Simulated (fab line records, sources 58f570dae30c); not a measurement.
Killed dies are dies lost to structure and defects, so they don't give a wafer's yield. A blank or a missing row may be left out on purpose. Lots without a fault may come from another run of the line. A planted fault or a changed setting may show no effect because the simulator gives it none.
fab line records | flow berkeley_cmos170
record lots=14 wafers=42 last_day=12
route steps=331 shown GATE@142 NSD@195 SDANNEAL@204 CONTACT@218
lots that met no fault: from a run of the same line without faults
start_h: hours from the record's first day to the start of the lot's first wafer shown | wait_h: hours since the lot's step before | " the same as in the row above | L1.1+2: a row that stands for several wafers | - no value, or no start given | * or withheld: withheld | < > ~ a bound
route shown NAME@n: a module of which the file shows steps, and the number in the route of the first | usual: mean/standard deviation of fault-free wafers | same: alike in all rows | chamber/n: place in a boat | sites: the reading at each site | _std_site: their standard deviation | _edge_site: outer sites' mean less inner sites' | radius_mm: how far each site lies from the wafer's centre | mask NAME#n: copy n | behind: the tool/chamber that last shaped the wafer | hold: why the lot was held/for how many hours/how that ended | device: the transistor (n, p or np) that didn't switch | end of line: the same wafers' tests at the end of the route | a step without rows: its recipe alone | killed: dies lost to structure and defects at the first sort, not the wafer's yield | map: a wafer's dies, x killed, . not, _ none there
set.NAME: the setting as run; set.NAME@STEP: as run at that earlier step | model.NAME: the simulator's own value behind a step, which no gauge read
steps of the route over a sample of lots; a table a step, a row a wafer
services: from which hour (start_h, from the record's first day; less than 0 if before it) a tool's chamber was out of use, for how many hours, and why
## steps
# step UCB170_GATE_STRIP_16
# recipe chemistry=O2 power_w=400 pressure_mtorr=3500 platen_temp_c=withheld o2_flow_sccm=400 overash_fraction=0.5
# usual drypump_motor_current_A=6.1/0.34 oes_product_au=0.724/0.0049
# columns lot.wafer tool chamber start_h wait_h drypump_motor_current_A oes_product_au rf_hours_counter_h
L102.1 plasma_asher-03 1 156.62 0.0 6.8 0.724 35
L102.4 " 1 " " 6.7 0.729 -
L102.6 " 1 " " 6.8 0.721 -
L101.2 plasma_asher-02 0 156.86 0.0 6.1 0.726 41
L101.4 " 0 " " 6.1 0.724 -
L101.6 " 1 " " 6.3 0.722 -
L105.3 plasma_asher-03 0 170.22 0.1 6.0 0.728 -
L105.5 " 0 " " 5.9 0.726 -
L105.6 " 1 " " 6.8 0.721 -
L103.2 plasma_asher-01 0 170.74 0.0 6.2 0.723 6
L103.4 " 0 " " 6.2 0.720 -
L103.5 " 1 " " 5.7 0.719 -
L104.1 plasma_asher-02 1 170.87 0.0 6.3 0.720 42
L104.5 " 0 " " 6.1 0.729 -
L104.6 " 1 " " 6.3 0.724 -
L106.1 plasma_asher-01 0 186.00 0.0 6.2 0.720 7
L106.4 " 1 " " 5.7 0.715 -
L106.6 " 0 " " 6.2 0.722 -
L110.1 plasma_asher-01 1 196.17 0.0 5.7 0.717 8
L110.4 " 0 " " 6.2 0.716 -
L110.6 " 1 " " 5.7 0.734 -
L109.2 plasma_asher-02 0 196.58 0.0 6.1 0.730 45
L109.3 " 1 " " 6.3 0.727 -
L109.6 " 1 " " 6.3 0.718 -
L113.1 plasma_asher-01 1 213.31 0.0 5.6 0.719 10
L113.2 " 0 " " 6.2 0.722 10
L113.5 " 1 " " 5.7 0.728 -
L112.3 plasma_asher-02 1 213.46 0.1 6.3 0.717 -
L112.4 " 0 " " 6.1 0.722 -
L112.5 " 0 " " 6.1 0.729 -
L111.1 plasma_asher-03 1 213.70 0.0 6.7 0.722 40
L111.5 " 1 " " 6.7 0.719 -
L111.6 " 0 " " 5.9 0.725 -
L116.1 plasma_asher-01 0 227.90 0.0 6.2 0.727 12
L116.2 " 1 " " 5.6 0.732 12
L116.6 " 1 " " 5.6 0.718 -
L121.2 plasma_asher-01 0 255.83 0.0 6.2 0.721 15
L121.4 " 0 " " 6.2 0.727 -
L121.6 " 1 " " 5.6 0.719 -
L122.1 plasma_asher-02 0 256.11 0.0 6.1 0.715 52
L122.4 " 0 " " 6.1 0.718 -
L122.5 " 0 " " 6.1 0.720 -
# step UCB170_NSD_IMPLANT_08
# recipe species=P dose_cm2=3e+15 energy_kev=40 tilt_deg=7
# usual dose_ions_cm2=3.001e+15/3.5e+12 faraday_current_uA=9265/180 tilt_deg=6.995/0.019
# columns lot.wafer tool chamber start_h wait_h dose_ions_cm2 faraday_current_uA tilt_deg
L102.1 implanter-01 0 173.31 0.0 3.001e+15 9437 6.965
L102.4 " 0 " " 3e+15 9330 6.973
L102.6 " 0 " " 3.002e+15 9376 7.000
L101.2 implanter-03 0 173.63 0.1 3e+15 9189 6.996
L101.4 " 0 " " 3.005e+15 9204 6.986
L101.6 " 0 " " 3.002e+15 9192 7.019
L103.2 implanter-01 0 185.66 0.0 3.006e+15 9236 7.025
L103.4 " 0 " " 3.004e+15 9485 6.989
L103.5 " 0 " " 3.003e+15 9387 6.987
L105.3 implanter-03 0 186.08 0.1 3.003e+15 9020 6.970
L105.5 " 0 " " 2.999e+15 9327 6.983
L105.6 " 0 " " 3.006e+15 9624 7.006
L104.1 implanter-01 0 186.62 0.0 2.996e+15 9117 6.969
L104.5 " 0 " " 3.002e+15 9129 7.008
L104.6 " 0 " " 2.997e+15 9104 7.011
L106.1 implanter-01 0 199.53 0.0 3e+15 8947 6.967
L106.4 " 0 " " 3.001e+15 9253 7.001
L106.6 " 0 " " 3.004e+15 8934 6.990
L110.1 implanter-01 0 210.48 0.0 2.991e+15 9087 6.984
L110.4 " 0 " " 2.997e+15 9116 7.025
L110.6 " 0 " " 2.994e+15 9120 7.020
L109.2 implanter-02 0 210.91 0.0 3.007e+15 9133 6.974
L109.3 " 0 " " 3.005e+15 9409 6.966
L109.6 " 0 " " 3.004e+15 9197 6.959
L113.1 implanter-01 0 225.87 0.0 3.361e+15 10194 6.996
L113.2 " 0 " " 3.362e+15 10146 6.998
L113.5 " 0 " " 3.364e+15 10174 6.970
L111.1 implanter-02 0 226.50 0.0 2.992e+15 9084 7.003
L111.5 " 0 " " 2.994e+15 9318 7.015
L111.6 " 0 " " 2.993e+15 9516 6.999
L112.3 implanter-01 0 227.20 0.1 3.365e+15 10482 7.003
L112.4 " 0 " " 3.365e+15 10432 7.018
L112.5 " 0 " " 3.366e+15 10396 6.971
L116.1 implanter-02 0 242.12 0.0 3.002e+15 9194 6.997
L116.2 " 0 " " 3.002e+15 9548 6.956
L116.6 " 0 " " 3.001e+15 9198 6.975
L122.1 implanter-03 0 270.43 0.0 3e+15 9528 6.988
L122.4 " 0 " " 3.002e+15 9162 6.981
L122.5 " 0 " " 3e+15 9231 7.021
L121.2 implanter-03 0 271.16 0.0 2.996e+15 9382 7.007
L121.4 " 0 " " 2.996e+15 9181 7.005
L121.6 " 0 " " 2.999e+15 9204 7.034
# step UCB170_NSD_STRIP_09
# recipe chemistry=O2 power_w=400 pressure_mtorr=3500 platen_temp_c=withheld o2_flow_sccm=400 overash_fraction=0.5
# usual drypump_motor_current_A=6.1/0.33 oes_product_au=0.534/0.0046 strip_time_to_endpoint_s=35.84/0.079
# columns lot.wafer tool chamber start_h wait_h drypump_motor_current_A oes_product_au rf_hours_counter_h strip_time_to_endpoint_s
L102.1 plasma_asher-02 1 173.46 0.1 6.3 0.534 42 35.87
L102.4 " 0 " " 6.1 0.529 - 35.88
L102.6 " 1 " " 6.3 0.536 - 35.93
L101.2 plasma_asher-03 0 173.76 0.1 5.9 0.534 37 35.79
L101.4 " 1 " " 6.7 0.541 - 35.81
L101.6 " 1 " " 6.8 0.538 - 35.74
L103.2 plasma_asher-02 1 185.78 0.1 6.3 0.534 44 35.81
L103.4 " 0 " " 6.1 0.533 - 35.83
L103.5 " 1 " " 6.3 0.534 - 35.70
L105.3 plasma_asher-03 0 186.21 0.1 6.0 0.538 - 35.85
L105.5 " 1 " " 6.7 0.535 - 35.91
L105.6 " 0 " " 5.9 0.536 - 35.89
L104.1 plasma_asher-01 1 186.77 0.1 5.7 0.535 7 35.80
L104.5 " 1 " " 5.7 0.532 - 35.85
L104.6 " 0 " " 6.2 0.537 - 35.90
L106.1 plasma_asher-02 0 199.68 0.1 6.1 0.535 45 35.75
L106.4 " 0 " " 6.1 0.543 - 35.78
L106.6 " 1 " " 6.3 0.537 - 35.72
L110.1 plasma_asher-03 0 210.63 0.1 5.9 0.529 40 35.90
L110.4 " 1 " " 6.8 0.531 - 35.95
L110.6 " 0 " " 5.9 0.534 - 35.84
L109.2 plasma_asher-01 0 211.04 0.1 6.3 0.527 10 35.82
L109.3 " 0 " " 6.3 0.531 - 35.78
L109.6 " 0 " " 6.3 0.526 - 35.81
L113.1 plasma_asher-02 1 226.02 0.1 6.3 0.529 49 36.79
L113.2 " 0 " " 6.1 0.516 49 36.88
L113.5 " 1 " " 6.3 0.525 - 36.81
L111.1 plasma_asher-02 0 226.65 0.1 6.1 0.529 49 35.67
L111.5 " 1 " " 6.3 0.535 - 35.63
L111.6 " 0 " " 6.1 0.537 - 35.81
L112.3 plasma_asher-01 1 227.33 0.1 5.6 0.525 - 36.98
L112.4 " 0 " " 6.2 0.533 - 37.03
L112.5 " 0 " " 6.2 0.525 - 36.99
L116.1 plasma_asher-02 0 242.27 0.1 6.1 0.540 50 35.79
L116.2 " 1 " " 6.3 0.531 50 35.79
L116.6 " 1 " " 6.3 0.535 - 35.77
L122.1 plasma_asher-02 0 270.58 0.1 6.1 0.524 53 35.88
L122.4 " 1 " " 6.3 0.533 - 35.95
L122.5 " 1 " " 6.3 0.531 - 35.82
L121.2 plasma_asher-01 1 271.29 0.1 5.6 0.530 17 35.86
L121.4 " 0 " " 6.2 0.536 - 35.90
L121.6 " 0 " " 6.2 0.538 - 35.87
# step UCB170_SDANNEAL_RTA_00
# recipe temp_c=900 time_s=10 ambient=N2
# usual anneal_temp_c_max=906.0/2.4 lamp_power_pct=25.4/0.59 wafer_temp_C_max=904.4/0.89
# columns lot.wafer tool chamber start_h wait_h anneal_temp_c_max lamp_power_pct wafer_temp_C_max
L102.1 rtp_anneal-02 0 174.55 0.0 909.6 25.9 904.9
L102.4 " 0 " " 908.4 25.9 904.0
L102.6 " 0 " " 905.3 25.9 904.8
L101.2 rtp_anneal-01 0 175.20 0.0 903.2 24.7 905.4
L101.4 " 0 " " 903.0 24.7 904.2
L101.6 " 0 " " 904.5 24.7 903.7
L103.2 rtp_anneal-02 0 186.97 0.0 909.2 25.9 903.3
L103.4 " 0 " " 906.7 25.9 902.9
L103.5 " 0 " " 909.1 25.9 904.9
L105.3 rtp_anneal-01 0 187.78 0.0 903.0 24.7 905.5
L105.5 " 0 " " 903.6 24.7 905.2
L105.6 " 0 " " 902.9 24.7 905.1
L104.1 rtp_anneal-01 0 188.28 0.0 905.1 24.7 905.3
L104.5 " 0 " " 904.1 24.7 904.0
L104.6 " 0 " " 903.7 24.7 906.7
L106.1 rtp_anneal-02 0 201.06 0.0 906.1 25.9 904.4
L106.4 " 0 " " 906.9 25.9 903.1
L106.6 " 0 " " 911.6 25.9 904.1
L110.1 rtp_anneal-01 0 211.69 0.0 902.9 24.7 904.9
L110.4 " 0 " " 903.0 24.7 904.8
L110.6 " 0 " " 903.3 24.7 904.6
L109.2 rtp_anneal-01 0 212.18 0.0 904.6 24.7 905.5
L109.3 " 0 " " 904.3 24.7 905.6
L109.6 " 0 " " 903.8 24.7 905.7
L113.1 rtp_anneal-02 0 227.81 0.0 908.0 25.9 904.1
L113.2 " 0 " " 907.8 25.9 903.8
L113.5 " 0 " " 905.6 25.9 904.9
L111.1 rtp_anneal-01 0 227.98 0.0 902.9 24.7 905.0
L111.5 " 0 " " 902.8 24.7 904.3
L111.6 " 0 " " 903.9 24.7 903.3
L112.3 rtp_anneal-02 0 228.55 0.0 909.2 25.8 904.9
L112.4 " 0 " " 909.9 25.9 904.6
L112.5 " 0 " " 907.0 25.9 903.4
L116.1 rtp_anneal-02 0 243.45 0.0 909.6 25.9 904.5
L116.2 " 0 " " 907.9 25.9 903.2
L116.6 " 0 " " 908.7 25.9 904.5
L122.1 rtp_anneal-02 0 272.54 0.0 907.0 25.9 903.4
L122.4 " 0 " " 908.1 25.9 904.2
L122.5 " 0 " " 908.1 25.9 903.4
L121.2 rtp_anneal-02 0 273.38 0.0 907.7 25.9 904.5
L121.4 " 0 " " 906.6 25.9 904.2
L121.6 " 0 " " 907.8 25.9 904.3
# step UCB170_SDANNEAL_RS_MEAS_03
# recipe thk_meas_gauge=four-point-probe
# usual NSD_RS=37.30/0.08
# columns lot.wafer tool chamber start_h wait_h NSD_RS[ohm/sq]
L102.1 film_metro-01 - 174.79 0.1 37.20
L102.4 " - " " 37.17
L102.6 " - " " 37.21
L101.2 film_metro-03 - 175.45 0.1 37.38
L101.4 " - " " 37.36
L101.6 " - " " 37.39
L103.2 film_metro-02 - 187.23 0.1 37.27
L103.4 " - " " 37.25
L103.5 " - " " 37.31
L105.3 film_metro-02 - 188.09 0.1 37.12
L105.5 " - " " 37.32
L105.6 " - " " 37.28
L104.1 film_metro-03 - 188.52 0.1 37.32
L104.5 " - " " 37.16
L104.6 " - " " 37.21
L106.1 film_metro-02 - 201.30 0.1 37.41
L106.4 " - " " 37.35
L106.6 " - " " 37.53
L110.1 film_metro-02 - 211.94 0.1 37.28
L110.4 " - " " 37.33
L110.6 " - " " 37.32
L109.2 film_metro-03 - 212.44 0.1 37.37
L109.3 " - " " 37.39
L109.6 " - " " 37.35
L113.1 film_metro-01 - 228.18 0.1 35.64
L113.2 " - " " 35.51
L113.5 " - " " 35.60
L111.1 film_metro-02 - 228.23 0.1 37.34
L111.5 " - " " 37.49
L111.6 " - " " 37.37
L112.3 film_metro-01 - 228.95 0.1 35.46
L112.4 " - " " 35.42
L112.5 " - " " 35.54
L116.1 film_metro-01 - 243.70 0.1 37.33
L116.2 " - " " 37.34
L116.6 " - " " 37.37
L122.1 film_metro-02 - 272.78 0.1 37.25
L122.4 " - " " 37.27
L122.5 " - " " 37.30
L121.2 film_metro-01 - 273.63 0.1 37.30
L121.4 " - " " 37.24
L121.6 " - " " 37.25
# step UCB170_CONTACT_THK_MEAS_02
# recipe reads=PSG_of_CONTACT_CVD_01
# usual CONTACT_PSG_THK=696/5.8
# columns lot.wafer tool chamber start_h wait_h CONTACT_PSG_THK[nm]
L102.1 film_metro-04 - 177.50 0.0 702
L102.4 " - " " 702
L102.6 " - " " 695
L101.2 film_metro-04 - 178.14 0.0 696
L101.4 " - " " 700
L101.6 " - " " 697
L103.2 film_metro-03 - 189.93 0.0 699
L103.4 " - " " 698
L103.5 " - " " 699
L104.1 film_metro-02 - 192.61 0.0 684
L104.5 " - " " 685
L104.6 " - " " 686
L105.3 film_metro-04 - 192.63 0.0 696
L105.5 " - " " 693
L105.6 " - " " 692
L106.1 film_metro-04 - 203.99 0.0 703
L106.4 " - " " 690
L106.6 " - " " 701
L110.1 film_metro-02 - 214.63 0.0 698
L110.4 " - " " 701
L110.6 " - " " 698
L109.2 film_metro-04 - 216.10 0.0 688
L109.3 " - " " 692
L109.6 " - " " 695
L113.1 film_metro-03 - 230.87 0.0 701
L113.2 " - " " 702
L113.5 " - " " 693
L111.1 film_metro-03 - 231.07 0.0 687
L111.5 " - " " 689
L111.6 " - " " 691
L112.3 film_metro-04 - 232.67 0.0 698
L112.4 " - " " 699
L112.5 " - " " 698
L116.1 film_metro-02 - 246.75 0.0 688
L116.2 " - " " 685
L116.6 " - " " 693
L122.1 film_metro-02 - 275.51 0.0 691
L122.4 " - " " 695
L122.5 " - " " 693
L121.2 film_metro-04 - 276.49 0.0 702
L121.4 " - " " 704
L121.6 " - " " 706
## services
# columns tool chamber start_h hours kind
plasma_asher-01 - 137.47 6.2 repair
implanter-02 - 176.56 4.7 pm
implanter-02 - 184.93 4.0 repair
rtp_anneal-01 - 193.74 9.3 pm
plasma_asher-03 - 200.49 3.8 repair
plasma_asher-01 - 206.34 3.1 repair
implanter-02 - 210.25 0.6 repair
implanter-02 - 270.33 2.0 pm
## key
first_sign step=UCB170_NSD_IMPLANT_08 reading=dose_ions_cm2 direction=up sigmas=99+ usual=3.001e+15 struck=3.364e+15
effect step=UCB170_NSD_IMPLANT_08 reading=faraday_current_uA direction=up sigmas=5.7 usual=9265 struck=10304
effect step=UCB170_NSD_STRIP_09 reading=strip_time_to_endpoint_s direction=up sigmas=14 usual=* struck=*
effect step=UCB170_SDANNEAL_RS_MEAS_03 reading=NSD_RS direction=down sigmas=22 usual=37.30 struck=35.53
met_at UCB170_NSD_IMPLANT_08
struck_lots L112,L113
tester_left_out L112,L113
not_acting_at UCB170_GATE_STRIP_16,UCB170_SDANNEAL_RTA_00,UCB170_CONTACT_THK_MEAS_02
onset_between 210.48 225.87
fault kind=process_parameter_drift tool=implanter-01 chamber=- onset_h=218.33 steps=UCB170_NSD_IMPLANT_08 channel=dose_cm2 offset=3.6624e+14 shape=step end_h=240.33 acts_in=these_recipes_only stated=3e+15
# tester_left_out: of these lots the tester's yield and bins aren't shown, on N5 and GAA mostly nor the transistor test; their killed dies are dies lost to structure and defects alone, not to doping, threshold or leakage, so they don't give the yield
